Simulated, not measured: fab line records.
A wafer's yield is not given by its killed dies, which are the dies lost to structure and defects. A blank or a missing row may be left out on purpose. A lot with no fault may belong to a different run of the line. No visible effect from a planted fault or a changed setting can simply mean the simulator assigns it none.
fab line records    flow ritCmos
[record] lots = 5  wafers = 15  lastDay = 7
route steps=202 shown M1@194
lots that met no fault: from a run of the same line without faults
startH: start of the lot's first displayed wafer, in hours after the record's first day    waitH: hours since the lot's step before    " the same as in the row above    L1.1+2: a row that stands for several wafers    - either no value or no given start    * or withheld: withheld    < > ~ a bound
route shown NAME@n: NAME is a module with steps in the file, n the number in the route of the first one    usual: mean and standard deviation over wafers with no fault    same: alike in all rows    chamber/n: place in a boat    sites: each site's reading    _std_site: the standard deviation of these    _edge_site: inner sites' mean taken away from outer sites' mean    radiusMm: how far each site lies from the wafer's centre    mask NAME#n: copy n    behind: the tool/chamber that last shaped the wafer    hold: why the lot was held/for how many hours/how that ended    device: names the non-switching transistor (n, p or np)    end of line: tests run on the same wafers once the route is complete    a step given without rows: its recipe and nothing more    killed: not the wafer's yield, but the dies lost to structure and defects at the first sort    map: the dies of a wafer, with x for killed, . for not killed, _ for no die there
set.NAME: the setting that was run; set.NAME@STEP: the one run at that earlier step    model.NAME: the simulator's own value behind a step, which no gauge read
lots at selected steps of the route; one table per step, one row per wafer
services: when a tool's chamber went out of use (startH, in hours from the record's first day, below 0 if earlier), for how many hours, and the reason
[[steps]]
[step RIT_M1_OVL_MEAS_10]
[usual] M1_OVL = -0.7/1.6
lot.wafer  tool        chamber  startH  waitH  M1_OVL[nm]
L074.3     overlay-02  -        57.58   0.1    -0.7
L074.5     "           -        "       "      -1.3
L074.6     "           -        "       "      0.0
L075.3     overlay-01  -        63.37   0.1    -2.5
L075.4     "           -        "       "      0.6
L075.6     "           -        "       "      -1.3
L077.2     overlay-02  -        75.72   0.1    -0.2
L077.4     "           -        "       "      -0.3
L077.5     "           -        "       "      -0.2
L080.2     overlay-02  -        90.89   0.1    -1.0
L080.4     "           -        "       "      -0.9
L080.6     "           -        "       "      -1.3
L093.2     overlay-02  -        156.61  0.1    -0.6
L093.3     "           -        "       "      -0.6
L093.4     "           -        "       "      -2.1
[step RIT_M1_HARDBAKE_11]
[recipe] resist = NOVOLAK  tempC = 138.8  timeS = 120
[usual] chillPlateTempC = 23.02/0.11
lot.wafer  tool           chamber  startH  waitH  chillPlateTempC
L074.3     lithoTrack-01  0        57.69   0.1    22.94
L074.5     "              0        "       "      22.87
L074.6     "              0        "       "      23.05
L075.3     lithoTrack-01  0        63.48   0.1    23.13
L075.4     "              0        "       "      23.12
L075.6     "              0        "       "      23.15
L077.2     lithoTrack-01  0        75.79   0.1    22.96
L077.4     "              0        "       "      22.94
L077.5     "              0        "       "      22.96
L080.2     lithoTrack-02  0        90.97   0.1    23.08
L080.4     "              0        "       "      22.97
L080.6     "              0        "       "      23.09
L093.2     lithoTrack-01  0        156.74  0.1    23.19
L093.3     "              0        "       "      23.24
L093.4     "              0        "       "      23.14
[step RIT_M1_METAL_ETCH_12]
[recipe] stopOn = SiO2  chemistry = Cl2/BCl3  target = Al  timeS = 165  overEtchFrac = 0.5  pressureMtorr = 100  targetDepthA = 6000  rfW = 250  Cl2_flow_sccm = 60  bcl3FlowSccm = 50
[usual] drypumpMotorCurrentA = 5.5/0.42  oesProductAu = 0.770/0.0096  throttleValvePct = 8.32/0.17
lot.wafer  tool         chamber  startH  waitH  drypumpMotorCurrentA  oesProductAu  rfHoursCounterH  throttleValvePct
L074.3     rieMetal-03  0        57.91   0.2    5.8                   0.773         -                8.21
L074.5     "            0        "       "      5.8                   0.785         -                8.20
L074.6     "            1        "       "      6.1                   0.764         -                8.47
L075.3     rieMetal-02  0        63.70   0.2    5.3                   0.766         -                8.57
L075.4     "            1        "       "      5.2                   0.780         -                8.16
L075.6     "            1        "       "      5.3                   0.764         -                8.17
L077.2     rieMetal-03  0        76.00   0.2    5.8                   0.785         5                8.20
L077.4     "            0        "       "      5.8                   0.779         -                8.22
L077.5     "            1        "       "      6.1                   0.764         -                8.46
L080.2     rieMetal-03  1        91.17   0.2    6.1                   0.768         4                8.47
L080.4     "            1        "       "      6.1                   0.758         -                8.46
L080.6     "            0        "       "      5.8                   0.779         -                8.20
L093.2     rieMetal-03  1        156.95  0.2    6.1                   0.756         5                8.45
L093.3     "            1        "       "      6.1                   0.753         -                8.46
L093.4     "            0        "       "      5.8                   0.774         -                8.20
[step RIT_M1_STRIP_13]
[recipe] chemistry = nmp  resist = NOVOLAK  tempC = 80  timeS = 600  dry = n2Spin
lot.wafer   tool         chamber  startH  waitH
L074.3+5+6  wetBench-03  0        58.01   0.1
L075.3+4+6  wetBench-04  1        63.81   0.1
L077.2+4+5  wetBench-02  1        76.16   0.1
L080.2+4+6  wetBench-02  3        91.34   0.1
L093.2+3+4  wetBench-03  2        157.11  0.1
[step RIT_M1_STRIP_14]
[recipe] chemistry = O2  timeS = 180  platenTempC = withheld  powerW = 500  pressureMtorr = 4000  o2FlowSccm = 4000
[usual] drypumpMotorCurrentA = 5.9/0.4  o2FlowSccm = 4001/11
lot.wafer  tool            chamber  startH  waitH  drypumpMotorCurrentA  o2FlowSccm  rfHoursCounterH
L074.3     plasmaAsher-01  0        58.26   0.1    6.0                   3979        -
L074.5     "               0        "       "      6.0                   3996        -
L074.6     "               1        "       "      5.6                   4018        -
L075.3     plasmaAsher-01  0        64.04   0.1    6.0                   3996        -
L075.4     "               1        "       "      5.6                   4004        -
L075.6     "               1        "       "      5.6                   4007        -
L077.2     plasmaAsher-03  0        76.34   0.0    5.5                   3987        45
L077.4     "               0        "       "      5.5                   3991        -
L077.5     "               1        "       "      5.6                   3981        -
L080.2     plasmaAsher-02  0        91.51   0.0    6.8                   3990        44
L080.4     "               0        "       "      6.8                   4006        -
L080.6     "               1        "       "      6.1                   4010        -
L093.2     plasmaAsher-03  1        157.28  0.0    5.6                   3995        55
L093.3     "               0        "       "      5.5                   4006        -
L093.4     "               1        "       "      5.6                   3993        -
[step RIT_M1_CD_MEAS_90]
[recipe] targetCdNm = 2600
[usual] cdNm = 2601/3.1
lot.wafer  tool      chamber  startH  waitH  cdNm
L074.3     cdSem-02  -        58.42   0.1    2599
L074.5     "         -        "       "      2597
L074.6     "         -        "       "      2596
L075.3     cdSem-02  -        64.20   0.1    2602
L075.4     "         -        "       "      2599
L075.6     "         -        "       "      2602
L077.2     cdSem-02  -        76.53   0.1    2599
L077.4     "         -        "       "      2600
L077.5     "         -        "       "      2599
L080.2     cdSem-01  -        91.71   0.1    2601
L080.4     "         -        "       "      2600
L080.6     "         -        "       "      2603
L093.2     cdSem-01  -        157.48  0.1    2601
L093.3     "         -        "       "      2602
L093.4     "         -        "       "      2603
[step RIT_M1_ANNEAL_15]
[recipe] tempC = 450  timeS = 1800  ambient = forming_gas_H2N2
[usual] tube_center_temp_C_max = 451.17/0.21  zonePowerSourcePct = 6.51/0.07
lot.wafer  tool        chamber  startH  waitH  tube_center_temp_C_max  zonePowerSourcePct
L074.3     furnace-02  0        58.50   0.1    450.98                  6.52
L074.5     "           0        "       "      451.22                  6.53
L074.6     "           0        "       "      451.42                  6.53
L075.3     furnace-02  0        64.28   0.1    450.91                  6.59
L075.4     "           0        "       "      451.24                  6.48
L075.6     "           0        "       "      451.03                  6.45
L077.2     furnace-02  0        76.63   0.1    451.20                  6.53
L077.4     "           0        "       "      450.87                  6.48
L077.5     "           0        "       "      451.18                  6.68
L080.2     furnace-02  0        91.81   0.1    451.12                  6.50
L080.4     "           0        "       "      451.05                  6.58
L080.6     "           0        "       "      451.00                  6.49
L093.2     furnace-02  0        158.36  0.9    451.55                  6.48
L093.3     "           0        "       "      451.32                  6.46
L093.4     "           0        "       "      451.09                  6.40
[step RIT_M1_BOW_MEAS_16]
[recipe] mode = bow
[usual] M1_BOW = 16/6.3
lot.wafer  tool          chamber  startH  waitH  M1_BOW[um]
L074.3     filmMetro-02  -        60.04   0.0    26
L074.5     "             -        "       "      31
L074.6     "             -        "       "      17
L075.3     filmMetro-02  -        65.82   0.0    25
L075.4     "             -        "       "      18
L075.6     "             -        "       "      14
L077.2     filmMetro-02  -        78.15   0.0    22
L077.4     "             -        "       "      17
L077.5     "             -        "       "      17
L080.2     filmMetro-02  -        93.33   0.0    11
L080.4     "             -        "       "      7
L080.6     "             -        "       "      29
L093.2     filmMetro-02  -        159.88  0.0    6
L093.3     "             -        "       "      18
L093.4     "             -        "       "      10
[step RIT_M1_PROBE_99]
[usual] defectLimitedYield = 97.4/1.1  killedAtContacts = 0.1/0.35  killedAtFrontEnd = 6.9/2.8  killedDies = 7.0/2.8  killedOpen = 3.4/2  killedShort = 3.5/2.1  sort_bin_3_pad_short = 0.1/0.19  sort_bin_5_function = 1.5/0.79  sort_bin_6_memory = 1.0/0.66  sortNPass = 257.0/2.8  sortYieldPct = 97.3/1.1
[same] grossDies = 264  killed_at_M0_to_M3 = 0  killed_at_M4_up = 0  killedAtBackSide = 0  killedAtOther = 0
lot.wafer  tool       chamber  startH  waitH  defectLimitedYield[%]  killedAtContacts  killedAtFrontEnd  killedDies  killedOpen  killedShort  sort_bin_3_pad_short[%]  sort_bin_5_function[%]  sort_bin_6_memory[%]  sortNPass  sortYieldPct[%]
L075.3     prober-02  -        66.00   0.2    97.7                   0                 6                 6           0           6            0                        1.1                     1.1                   258.0      97.7
L075.4     prober-02  -        66.05   0.2    94.7                   0                 14                14          7           7            0                        3.8                     1.5                   250.0      94.7
L075.6     prober-02  -        66.15   0.2    98.1                   0                 5                 5           1           4            0                        1.5                     0.4                   259.0      98.1
L077.2     prober-02  -        78.30   0.1    96.6                   0                 9                 9           5           4            0                        1.1                     2.3                   255.0      96.6
L077.4     prober-02  -        78.40   0.2    97.7                   0                 6                 6           4           2            0                        1.9                     0.4                   258.0      97.7
L077.5     prober-02  -        78.45   0.2    97.3                   0                 7                 7           4           3            0.4                      0.8                     1.5                   257.0      97.3
L080.2     prober-01  -        93.48   0.1    96.6                   0                 9                 9           3           6            0.4                      1.5                     1.5                   255.0      96.6
L080.4     prober-01  -        93.58   0.2    97.3                   0                 7                 7           4           3            0.4                      0.8                     1.5                   257.0      97.3
L080.6     prober-01  -        93.68   0.2    96.6                   0                 9                 9           6           3            0.4                      2.3                     0.8                   255.0      96.6
L093.2     prober-01  -        160.03  0.1    97.3                   0                 7                 7           2           5            0                        1.5                     1.1                   257.0      97.3
L093.3     prober-01  -        160.08  0.2    97.0                   0                 8                 8           4           4            0.4                      1.9                     0.8                   256.0      97.0
L093.4     prober-01  -        160.13  0.2    96.6                   0                 9                 9           4           5            0                        1.5                     1.9                   255.0      96.6
// killed by level:class
L075.3 GATE:geometricParticle:short=5 REOX:geometricParticle:short=1
L075.4 GATE:geometricParticle:short=5 SPACER:geometricParticle:open=3 FOX1:geometricParticle:short=2 GATE:geometricParticle:open=2 REOX:geometricParticle:open=2
L075.6 GATE:geometricParticle:short=3 GATE:geometricParticle:open=1 SILICIDE:geometricParticle:short=1
L077.2 SILICIDE:geometricParticle:open=2 ACTIVE:geometricParticle:short=1 FOX1:geometricParticle:short=1 FOX1:geometricParticle:open=1 FOX2:geometricParticle:open=1 GATE:geometricParticle:open=1 GATE:geometricParticle:short=1 REOX:geometricParticle:short=1
L077.4 REOX:geometricParticle:open=3 GATE:geometricParticle:open=1 GATE:geometricParticle:short=1 SPACER:geometricParticle:short=1
L077.5 GATE:geometricParticle:open=2 GATE:geometricParticle:short=2 FOX2:geometricParticle:open=1 SPACER:geometricParticle:short=1 SILICIDE:geometricParticle:open=1
L080.2 GATE:geometricParticle:short=2 SPACER:geometricParticle:short=2 SPACER:geometricParticle:open=2 SILICIDE:geometricParticle:short=2 GATE:geometricParticle:open=1
L080.4 SPACER:geometricParticle:open=3 GATE:geometricParticle:short=2 FOX1:geometricParticle:short=1 REOX:geometricParticle:open=1
L080.6 SPACER:geometricParticle:open=3 GATE:geometricParticle:open=2 FOX1:geometricParticle:open=1 GATE:geometricParticle:short=1 REOX:geometricParticle:short=1 SILICIDE:geometricParticle:short=1
L093.2 GATE:geometricParticle:short=2 REOX:geometricParticle:short=1 FOX1:geometricParticle:open=1 FOX1:geometricParticle:short=1 GATE:geometricParticle:open=1 SPACER:geometricParticle:short=1
L093.3 FOX1:geometricParticle:open=2 GATE:geometricParticle:short=2 FOX1:geometricParticle:short=1 GATE:geometricParticle:open=1 SPACER:geometricParticle:short=1 SILICIDE:geometricParticle:open=1
L093.4 FOX2:geometricParticle:short=2 REOX:geometricParticle:open=2 FOX1:geometricParticle:open=1 FOX1:geometricParticle:short=1 GATE:geometricParticle:open=1 REOX:geometricParticle:short=1 SILICIDE:geometricParticle:short=1
[[services]]
tool            chamber  startH  hours  kind
plasmaAsher-01  -        35.35   1.6    repair
furnace-02      -        42.74   4.0    repair
rieMetal-03     -        59.28   4.3    pm
plasmaAsher-03  -        62.49   0.7    repair
wetBench-03     -        89.76   2.7    repair
plasmaAsher-01  -        108.75  9.0    pm
plasmaAsher-01  0        108.75  9.0    ventCycle
plasmaAsher-01  1        108.75  9.0    ventCycle
plasmaAsher-01  0        117.75  -      clean
plasmaAsher-01  1        117.75  -      clean
plasmaAsher-02  -        123.99  3.4    repair
rieMetal-02     -        136.12  20.0   pm
rieMetal-02     0        136.12  20.0   ventCycle
rieMetal-02     1        136.12  20.0   ventCycle
plasmaAsher-02  -        144.26  7.2    repair
rieMetal-02     0        156.12  -      clean
rieMetal-02     1        156.12  -      clean
[[key]]
fault none
